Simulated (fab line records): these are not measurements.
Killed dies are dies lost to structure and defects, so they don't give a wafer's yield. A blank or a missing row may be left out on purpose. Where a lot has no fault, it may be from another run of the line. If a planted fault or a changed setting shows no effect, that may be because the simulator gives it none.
fab line records | flow rit_cmos
record: lots: 14 | wafers: 42 | last_day: 8
route steps=202 shown PLDD@116 M1@202
lots that met no fault: taken from a fault-free run of the same line
start_h: hours from the record's opening day to when the first of the lot's shown wafers began | wait_h: hours from the lot's prior step to this one | " the same as in the row above | L1.1+2: a row that stands for several wafers | - no value, or no start given | * or withheld: withheld | < > ~ a bound
route shown NAME@n: NAME is a module with steps in the file, n the number in the route of the first one | usual: average and standard deviation across the fault-free wafers | same: alike in all rows | chamber/n: place in a boat | sites: each site's reading | _std_site: their standard deviation | _edge_site: outer sites' mean less inner sites' | radius_mm: for every site, how far away it sits from the centre of the wafer | mask NAME#n: copy n | behind: the most recent tool/chamber to have shaped the wafer | hold: cause of the lot's hold/its duration in hours/its outcome | device: the n, p or np transistor that did not switch | end of line: the route-end tests of the same wafers | where a step has no rows: the recipe by itself | killed: dies lost to structure and defects at the first sort, not the wafer's yield | map: a wafer's dies, marking killed ones x, the rest . and places with no die _
set.NAME: the setting that was run; set.NAME@STEP: the one run at that earlier step | model.NAME: the simulator's own value behind a step, which no gauge read
steps of the route over a sample of lots; a table a step, a row a wafer
== steps ==
step: RIT_PLDD_SOFTBAKE_02
recipe: resist: NOVOLAK | temp_c: 90 | time_s: 60
usual: exhaust_pa: 45.0/0.87 | heater_power_total_W: 34.56/0.047 | plate_temp_C: 90.03/0.12
lot.wafer | tool           | chamber | start_h | wait_h | exhaust_pa | heater_power_total_W | plate_temp_C
L867.2    | litho_track-04 | 0       | 50.44   | 0.1    | 45.5       | 34.51                | 89.94
L867.3    | "              | 0       | "       | "      | 45.5       | 34.53                | 90.06
L867.6    | "              | 0       | "       | "      | 43.8       | 34.57                | 89.97
L868.2    | litho_track-02 | 0       | 56.61   | 0.1    | 44.5       | 34.49                | 89.76
L868.3    | "              | 0       | "       | "      | 44.3       | 34.59                | 89.83
L868.6    | "              | 0       | "       | "      | 44.9       | 34.59                | 89.92
L869.1    | litho_track-04 | 0       | 63.09   | 0.1    | 44.4       | 34.61                | 90.00
L869.2    | "              | 0       | "       | "      | 44.3       | 34.65                | 89.84
L869.6    | "              | 0       | "       | "      | 44.3       | 34.44                | 89.80
L870.1    | litho_track-01 | 0       | 70.26   | 0.1    | 43.1       | 34.60                | 90.08
L870.4    | "              | 0       | "       | "      | 43.8       | 34.53                | 90.21
L870.6    | "              | 0       | "       | "      | 43.4       | 34.58                | 90.13
L872.1    | litho_track-04 | 0       | 78.57   | 0.1    | 45.9       | 34.51                | 90.02
L872.2    | "              | 0       | "       | "      | 46.0       | 34.63                | 90.05
L872.6    | "              | 0       | "       | "      | 46.0       | 34.52                | 89.97
L873.2    | litho_track-04 | 0       | 82.37   | 0.1    | 45.5       | 34.53                | 90.19
L873.5    | "              | 0       | "       | "      | 46.0       | 34.51                | 90.08
L873.6    | "              | 0       | "       | "      | 44.8       | 34.53                | 90.20
L874.1    | litho_track-04 | 0       | 84.44   | 0.1    | 45.0       | 34.59                | 90.02
L874.3    | "              | 0       | "       | "      | 46.4       | 34.63                | 89.98
L874.4    | "              | 0       | "       | "      | 44.7       | 34.49                | 90.09
L875.3    | litho_track-01 | 0       | 94.20   | 0.1    | 44.6       | 34.43                | 90.15
L875.4    | "              | 0       | "       | "      | 45.7       | 34.57                | 90.15
L875.6    | "              | 0       | "       | "      | 44.7       | 34.53                | 90.10
L876.3    | litho_track-01 | 0       | 98.81   | 0.1    | 45.0       | 34.55                | 90.01
L876.5    | "              | 0       | "       | "      | 45.5       | 34.56                | 89.98
L876.6    | "              | 0       | "       | "      | 46.4       | 34.53                | 89.87
L877.2    | litho_track-04 | 0       | 104.13  | 0.1    | 45.0       | 34.55                | 89.92
L877.3    | "              | 0       | "       | "      | 44.2       | 34.54                | 89.99
L877.6    | "              | 0       | "       | "      | 46.5       | 34.63                | 89.99
L882.1    | litho_track-01 | 0       | 140.80  | 0.1    | 45.3       | 32.47                | 85.97
L882.3    | "              | 0       | "       | "      | 45.8       | 32.45                | 86.12
L882.6    | "              | 0       | "       | "      | 44.1       | 32.51                | 86.15
L885.2    | litho_track-01 | 0       | 156.03  | 0.1    | 43.8       | 32.50                | 86.02
L885.4    | "              | 0       | "       | "      | 43.2       | 32.49                | 85.94
L885.5    | "              | 0       | "       | "      | 43.0       | 32.37                | 85.95
L887.2    | litho_track-02 | 0       | 170.42  | 0.1    | 45.5       | 34.58                | 90.14
L887.3    | "              | 0       | "       | "      | 45.7       | 34.50                | 90.08
L887.4    | "              | 0       | "       | "      | 44.6       | 34.58                | 90.00
L889.2    | litho_track-04 | 0       | 176.09  | 0.1    | 45.1       | 34.58                | 90.15
L889.4    | "              | 0       | "       | "      | 44.0       | 34.53                | 89.99
L889.6    | "              | 0       | "       | "      | 45.5       | 34.59                | 89.81
step: RIT_M1_PROBE_99
usual: killed_at_M0_to_M3: 0.0/0.083 | killed_at_contacts: 0.1/0.27 | killed_at_front_end: 7/3.1 | killed_dies: 7/3.2 | killed_open: 3.8/2.1 | killed_short: 3.6/2
same: gross_dies: 264 | killed_at_M4_up: 0 | killed_at_back_side: 0 | killed_at_other: 0
lot.wafer | tool      | chamber | start_h | wait_h | killed_at_M0_to_M3 | killed_at_contacts | killed_at_front_end | killed_dies | killed_open | killed_short
L867.2    | prober-02 | -       | 66.07   | 0.1    | 0                  | 0                  | 5                   | 5           | 1           | 4
L867.3    | prober-02 | -       | 66.12   | 0.2    | 0                  | 0                  | 8                   | 8           | 4           | 4
L867.6    | prober-02 | -       | 66.27   | 0.2    | 0                  | 0                  | 8                   | 8           | 4           | 4
L868.2    | prober-01 | -       | 71.40   | 0.1    | 0                  | 0                  | 5                   | 5           | 4           | 1
L868.3    | prober-01 | -       | 71.45   | 0.2    | 0                  | 0                  | 10                  | 10          | 7           | 3
L868.6    | prober-01 | -       | 71.60   | 0.2    | 0                  | 0                  | 10                  | 10          | 6           | 4
L869.1    | prober-02 | -       | 77.34   | 0.1    | 0                  | 0                  | 12                  | 12          | 6           | 6
L869.2    | prober-02 | -       | 77.39   | 0.1    | 0                  | 0                  | 5                   | 5           | 2           | 3
L869.6    | prober-02 | -       | 77.59   | 0.2    | 0                  | 0                  | 7                   | 7           | 3           | 4
L870.1    | prober-01 | -       | 85.25   | 0.1    | 0                  | 0                  | 7                   | 7           | 5           | 2
L870.4    | prober-01 | -       | 85.40   | 0.2    | 0                  | 0                  | 6                   | 6           | 4           | 2
L870.6    | prober-01 | -       | 85.50   | 0.2    | 0                  | 0                  | 11                  | 11          | 4           | 7
L872.1    | prober-01 | -       | 93.49   | 0.1    | 0                  | 1                  | 5                   | 6           | 4           | 2
L872.2    | prober-01 | -       | 93.54   | 0.1    | 0                  | 0                  | 7                   | 7           | 2           | 5
L872.6    | prober-01 | -       | 93.74   | 0.2    | 0                  | 0                  | 3                   | 3           | 1           | 2
L873.2    | prober-02 | -       | 97.06   | 0.1    | 0                  | 0                  | 4                   | 4           | 2           | 2
L873.5    | prober-02 | -       | 97.21   | 0.2    | 0                  | 0                  | 6                   | 6           | 3           | 3
L873.6    | prober-02 | -       | 97.26   | 0.2    | 0                  | 0                  | 11                  | 11          | 7           | 4
L874.1    | prober-01 | -       | 99.61   | 0.1    | 0                  | 0                  | 15                  | 15          | 8           | 7
L874.3    | prober-01 | -       | 99.71   | 0.2    | 0                  | 0                  | 6                   | 6           | 1           | 5
L874.4    | prober-01 | -       | 99.76   | 0.2    | 0                  | 0                  | 4                   | 4           | 1           | 3
L875.3    | prober-02 | -       | 108.75  | 0.2    | 1                  | 0                  | 9                   | 10          | 3           | 7
L875.4    | prober-02 | -       | 108.80  | 0.2    | 0                  | 0                  | 8                   | 8           | 3           | 5
L875.6    | prober-02 | -       | 108.90  | 0.2    | 0                  | 0                  | 5                   | 5           | 3           | 2
L876.3    | prober-01 | -       | 114.18  | 0.2    | 0                  | 0                  | 12                  | 12          | 7           | 5
L876.5    | prober-01 | -       | 114.28  | 0.2    | 0                  | 0                  | 14                  | 14          | 8           | 6
L876.6    | prober-01 | -       | 114.33  | 0.2    | 0                  | 0                  | 4                   | 4           | 1           | 3
L877.2    | prober-02 | -       | 119.63  | 0.1    | 0                  | 0                  | 7                   | 7           | 2           | 5
L877.3    | prober-02 | -       | 119.68  | 0.2    | 0                  | 0                  | 10                  | 10          | 8           | 2
L877.6    | prober-02 | -       | 119.83  | 0.2    | 0                  | 0                  | 7                   | 7           | 2           | 5
L882.1    | prober-02 | -       | 157.42  | 0.1    | 0                  | 0                  | 2                   | 2           | 1           | 1
L882.3    | prober-02 | -       | 157.52  | 0.2    | 0                  | 1                  | 7                   | 8           | 4           | 4
L882.6    | prober-02 | -       | 157.67  | 0.2    | 0                  | 0                  | 8                   | 8           | 2           | 6
L885.2    | prober-02 | -       | 173.05  | 0.1    | 0                  | 0                  | 8                   | 8           | 2           | 6
L885.4    | prober-02 | -       | 173.15  | 0.2    | 0                  | 0                  | 4                   | 4           | 2           | 2
L885.5    | prober-02 | -       | 173.20  | 0.2    | 0                  | 0                  | 11                  | 11          | 9           | 2
L887.2    | prober-02 | -       | 185.11  | 0.1    | 0                  | 0                  | 4                   | 4           | 2           | 2
L887.3    | prober-02 | -       | 185.16  | 0.2    | 0                  | 0                  | 3                   | 3           | 3           | 0
L887.4    | prober-02 | -       | 185.21  | 0.2    | 0                  | 0                  | 6                   | 6           | 3           | 3
L889.2    | prober-01 | -       | 191.05  | 0.1    | 0                  | 0                  | 9                   | 9           | 2           | 7
L889.4    | prober-01 | -       | 191.15  | 0.2    | 0                  | 0                  | 13                  | 13          | 8           | 5
L889.6    | prober-01 | -       | 191.25  | 0.2    | 0                  | 0                  | 10                  | 10          | 6           | 4
killed by level:class
L867.2 SILICIDE:geometric_particle:short=2 FOX1:geometric_particle:open=1 GATE:geometric_particle:short=1 REOX:geometric_particle:short=1
L867.3 REOX:geometric_particle:open=2 REOX:geometric_particle:short=2 FOX1:geometric_particle:short=1 FOX2:geometric_particle:open=1 GATE:geometric_particle:open=1 GATE:geometric_particle:short=1
L867.6 GATE:geometric_particle:open=2 FOX1:geometric_particle:open=1 FOX2:geometric_particle:open=1 FOX2:geometric_particle:short=1 GATE:geometric_particle:short=1 SPACER:geometric_particle:short=1 SILICIDE:geometric_particle:short=1
L868.2 FOX1:geometric_particle:open=1 FOX1:geometric_particle:short=1 GATE:geometric_particle:open=1 REOX:geometric_particle:open=1 SPACER:geometric_particle:open=1
L868.3 GATE:geometric_particle:open=3 FOX1:geometric_particle:open=2 REOX:geometric_particle:open=2 FOX1:geometric_particle:short=1 SPACER:geometric_particle:short=1 SILICIDE:geometric_particle:short=1
L868.6 GATE:geometric_particle:open=4 FOX1:geometric_particle:short=2 FOX1:geometric_particle:open=1 GATE:geometric_particle:short=1 REOX:geometric_particle:open=1 REOX:geometric_particle:short=1
L869.1 SPACER:geometric_particle:short=5 GATE:geometric_particle:open=2 SPACER:geometric_particle:open=2 REOX:geometric_particle:open=1 REOX:geometric_particle:short=1 SILICIDE:geometric_particle:open=1
L869.2 FOX1:geometric_particle:short=1 FOX2:geometric_particle:short=1 GATE:geometric_particle:open=1 REOX:geometric_particle:short=1 SILICIDE:geometric_particle:open=1
L869.6 GATE:geometric_particle:open=2 SILICIDE:geometric_particle:short=2 FOX1:geometric_particle:short=1 FOX1:geometric_particle:open=1 REOX:geometric_particle:short=1
L870.1 REOX:geometric_particle:open=3 REOX:geometric_particle:short=2 FOX1:geometric_particle:open=1 GATE:geometric_particle:open=1
L870.4 GATE:geometric_particle:open=2 SPACER:geometric_particle:short=2 FOX1:geometric_particle:open=1 SILICIDE:geometric_particle:open=1
L870.6 GATE:geometric_particle:short=3 REOX:geometric_particle:open=3 REOX:geometric_particle:short=2 FOX1:geometric_particle:open=1 FOX1:geometric_particle:short=1 FOX2:geometric_particle:short=1
L872.1 REOX:geometric_particle:open=3 FOX2:geometric_particle:open=1 SILICIDE:geometric_particle:short=1 CONTACT:geometric_particle:short=1
L872.2 GATE:geometric_particle:short=3 FOX1:geometric_particle:short=1 FOX1:geometric_particle:open=1 FOX2:geometric_particle:short=1 REOX:geometric_particle:open=1
L872.6 GATE:geometric_particle:short=1 REOX:geometric_particle:short=1 REOX:geometric_particle:open=1
L873.2 GATE:geometric_particle:short=1 REOX:geometric_particle:open=1 SPACER:geometric_particle:open=1 SILICIDE:geometric_particle:short=1
L873.5 FOX1:geometric_particle:short=1 GATE:geometric_particle:open=1 REOX:geometric_particle:open=1 SPACER:geometric_particle:short=1 SPACER:geometric_particle:open=1 SILICIDE:geometric_particle:short=1
L873.6 GATE:geometric_particle:open=4 GATE:geometric_particle:short=3 SILICIDE:geometric_particle:open=2 REOX:geometric_particle:short=1 SPACER:geometric_particle:open=1
L874.1 GATE:geometric_particle:open=4 GATE:geometric_particle:short=3 FOX1:geometric_particle:short=2 SILICIDE:geometric_particle:open=1 FOX1:geometric_particle:open=1 FOX2:geometric_particle:short=1 FOX2:geometric_particle:open=1 SPACER:geometric_particle:open=1
L874.3 FOX1:geometric_particle:short=2 GATE:geometric_particle:short=2 SPACER:geometric_particle:open=1 SILICIDE:geometric_particle:short=1
L874.4 ACTIVE:geometric_particle:short=1 FOX1:geometric_particle:open=1 FOX1:geometric_particle:short=1 GATE:geometric_particle:short=1
L875.3 FOX1:geometric_particle:open=2 REOX:geometric_particle:short=2 SPACER:geometric_particle:short=2 GATE:geometric_particle:short=1 REOX:geometric_particle:open=1 SILICIDE:geometric_particle:short=1 M1:geometric_particle:short=1
L875.4 GATE:geometric_particle:short=3 GATE:geometric_particle:open=2 REOX:geometric_particle:short=1 SPACER:geometric_particle:short=1 SILICIDE:geometric_particle:open=1
L875.6 GATE:geometric_particle:open=2 SPACER:geometric_particle:short=2 FOX2:geometric_particle:open=1
L876.3 SILICIDE:geometric_particle:open=3 FOX1:geometric_particle:short=2 GATE:geometric_particle:open=2 SILICIDE:geometric_particle:short=2 FOX1:geometric_particle:open=1 FOX2:geometric_particle:open=1 GATE:geometric_particle:short=1
L876.5 FOX1:geometric_particle:open=4 FOX1:geometric_particle:short=2 FOX2:geometric_particle:open=2 GATE:geometric_particle:short=2 REOX:geometric_particle:short=1 REOX:geometric_particle:open=1 SPACER:geometric_particle:open=1 SILICIDE:geometric_particle:short=1
L876.6 FOX1:geometric_particle:short=2 FOX2:geometric_particle:open=1 SILICIDE:geometric_particle:short=1
L877.2 GATE:geometric_particle:open=2 FOX1:geometric_particle:short=1 FOX2:geometric_particle:short=1 GATE:geometric_particle:short=1 SPACER:geometric_particle:short=1 SILICIDE:geometric_particle:short=1
L877.3 GATE:geometric_particle:open=6 GATE:geometric_particle:short=1 SPACER:geometric_particle:open=1 SILICIDE:geometric_particle:short=1 SILICIDE:geometric_particle:open=1
L877.6 SPACER:geometric_particle:short=3 GATE:geometric_particle:open=2 GATE:geometric_particle:short=1 SILICIDE:geometric_particle:short=1
L882.1 FOX2:geometric_particle:short=1 SILICIDE:geometric_particle:open=1
L882.3 FOX2:geometric_particle:short=2 GATE:geometric_particle:open=2 GATE:geometric_particle:short=1 REOX:geometric_particle:short=1 REOX:geometric_particle:open=1 CONTACT:geometric_particle:open=1
L882.6 GATE:geometric_particle:short=3 SPACER:geometric_particle:short=2 REOX:geometric_particle:open=1 REOX:geometric_particle:short=1 SPACER:geometric_particle:open=1
L885.2 REOX:geometric_particle:short=3 GATE:geometric_particle:short=2 GATE:geometric_particle:open=1 REOX:geometric_particle:open=1 SPACER:geometric_particle:short=1
L885.4 GATE:geometric_particle:short=2 GATE:geometric_particle:open=1 REOX:geometric_particle:open=1
L885.5 REOX:geometric_particle:open=5 GATE:geometric_particle:open=2 REOX:geometric_particle:short=2 FOX1:geometric_particle:open=1 SILICIDE:geometric_particle:open=1
L887.2 ACTIVE:geometric_particle:open=1 FOX1:geometric_particle:short=1 GATE:geometric_particle:short=1 SILICIDE:geometric_particle:open=1
L887.3 FOX1:geometric_particle:open=1 FOX2:geometric_particle:open=1 SPACER:geometric_particle:open=1
L887.4 GATE:geometric_particle:short=2 SILICIDE:geometric_particle:open=2 FOX2:geometric_particle:short=1 SPACER:geometric_particle:open=1
L889.2 GATE:geometric_particle:open=2 SPACER:geometric_particle:short=2 FOX1:geometric_particle:short=1 FOX2:geometric_particle:short=1 GATE:geometric_particle:short=1 REOX:geometric_particle:short=1 SILICIDE:geometric_particle:short=1
L889.4 GATE:geometric_particle:short=3 SILICIDE:geometric_particle:open=3 GATE:geometric_particle:open=2 SPACER:geometric_particle:open=2 REOX:geometric_particle:open=1 SPACER:geometric_particle:short=1 SILICIDE:geometric_particle:short=1
L889.6 SILICIDE:geometric_particle:open=2 FOX1:geometric_particle:short=1 FOX1:geometric_particle:open=1 FOX2:geometric_particle:short=1 FOX2:geometric_particle:open=1 GATE:geometric_particle:open=1 GATE:geometric_particle:short=1 SPACER:geometric_particle:open=1
== key ==
first_sign: step: RIT_PLDD_SOFTBAKE_02 | reading: heater_power_total_W | direction: down | sigmas: 44 | usual: 34.56 | struck: 32.46
effect: step: RIT_PLDD_SOFTBAKE_02 | reading: plate_temp_C | direction: down | sigmas: 34 | usual: * | struck: *
met_at RIT_PLDD_SOFTBAKE_02
struck_lots L882,L885
tester_left_out L882,L885
onset_between 98.81 140.80
fault: kind: process_parameter_drift | tool: litho_track-01 | chamber: - | onset_h: 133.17 | steps: RIT_PLDD_SOFTBAKE_02 | channel: temp_c | offset: * | shape: step | end_h: 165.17 | acts_in: * | stated: *
tester_left_out: of these lots the tester's yield and bins aren't shown, on N5 and GAA mostly nor the transistor test; their killed dies are dies lost to structure and defects alone, not to doping, threshold or leakage, so they don't give the yield
